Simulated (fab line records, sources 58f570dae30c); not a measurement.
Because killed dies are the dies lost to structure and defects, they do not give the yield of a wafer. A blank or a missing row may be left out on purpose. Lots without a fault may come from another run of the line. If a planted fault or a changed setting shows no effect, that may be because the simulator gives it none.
Code-filled problem report in 8D (eight disciplines) form | flow berkeleyCmos170 | the parts of the form that need people (team, actions taken, sign-off) are left out

## 1. PROBLEM STATEMENT
runLengthS at UCB170_V2_ETCH_14 reads a mean of 175.0 s on 1 wafer of 1 lot; wafers without a fault read 319.2 s with a standard deviation of 0.37. That is -99 or more standard deviations from the usual mean.
The step: etches SiO2 in CHF3/CF4/Ar, stops on Al, target depth 1250 nm, time 291 s.
Seen first at day 11 07:31 on rieDiel-04, wafer L421.5. The record has a number at this step for 39 wafers belonging to 13 lots. The rule behind "out" and "out of limits": a value lying over 4 standard deviations away from the usual mean. The rest of the wafers with a number are treated as sound.

## 2. WHAT THIS IS AND IS NOT
question                    | is                       | is not
which readings at this step | runLengthS, oesProductAu | chamberPressureMTorr, drypumpMotorCurrentA, throttleValvePct
which lots                  | L421                     | L406, L407, L409, L410, L412, L414, L415, L416, L417, L418, L422, L428
which wafers of those lots  | L421.5                   | L421.2, L421.4
read on which tools         | rieDiel-04               | rieDiel-02, rieDiel-03
when                        | from day 11 07:31        | up to then (32 sound wafers); but 6 sound wafers of L422, L428 came after

## 3. SUSPECTS, AND WHAT RULES EACH OUT
Counting: a tool at a process step up to the reading stays a suspect if it ran every lot that is out. Sound lots after the first of them don't rule it out here, since some wafers of a struck lot are sound.
- plasmaAsher-02 at UCB170_NWELL_STRIP_15 (strips in O2): kept. The lot that is out, L421, ran on it at day 5 13:09; the last sound lot it ran before that was L418, at day 5 02:25.
- rieDiel-04 at UCB170_V2_ETCH_14 (etches SiO2 in CHF3/CF4/Ar, stops on Al, target depth 1250 nm, time 291 s): kept. The lot that is out, L421, ran on it at day 11 07:31; the last sound lot it ran before that was L417, at day 11 00:03. On those wafers its own readings are out: oesProductAu, runLengthS.
- In rieDiel-04 at UCB170_V2_ETCH_14, the wafers that are out were processed in chamber 0 and their sound lot-mates in chambers 2, 3.
Remaining after the count are plasmaAsher-02 at UCB170_NWELL_STRIP_15 and rieDiel-04 at UCB170_V2_ETCH_14.

## 4. THE CAUSE (what the simulator had put in)
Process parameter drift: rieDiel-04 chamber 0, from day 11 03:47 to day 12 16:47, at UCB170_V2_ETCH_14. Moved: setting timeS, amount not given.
After counting, 2 suspects remain, this tool included.

## 5. SEQUENCE OF EFFECTS, ordered by route
Each row: a reading where the mean over the struck wafers with a number is more than 3 standard deviations away from the usual. Only readings for which the record gives a usual standard deviation are gone through. hours: the time from each lot's start at the first step in this table that gives one to its start at this step, as a median over the lots. sigmas: the change in usual standard deviations.
hours | step               | reading              | usual      | on struck wafers | change | sigmas
0     | UCB170_V2_ETCH_14  | oesProductAu         | 0.875 a.u. | 1.040            | +0.165 | +14
0     | UCB170_V2_ETCH_14  | runLengthS           | 319.2 s    | 175.0            | -144.2 | -99 or more
0     | UCB170_V2_STRIP_15 | stripTimeToEndpointS | 15.40 s    | 18.45            | +3.05  | +28
It contains these process steps:
- UCB170_V2_ETCH_14: etches SiO2 in CHF3/CF4/Ar, stops on Al, target depth 1250 nm, time 291 s.
- UCB170_V2_STRIP_15: strips in O2.

## 6. HOW IT WOULD HAVE BEEN CAUGHT EARLIER
In this record the first reading out of limits was taken at day 11 07:31, 4 hours after the fault began at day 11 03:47.
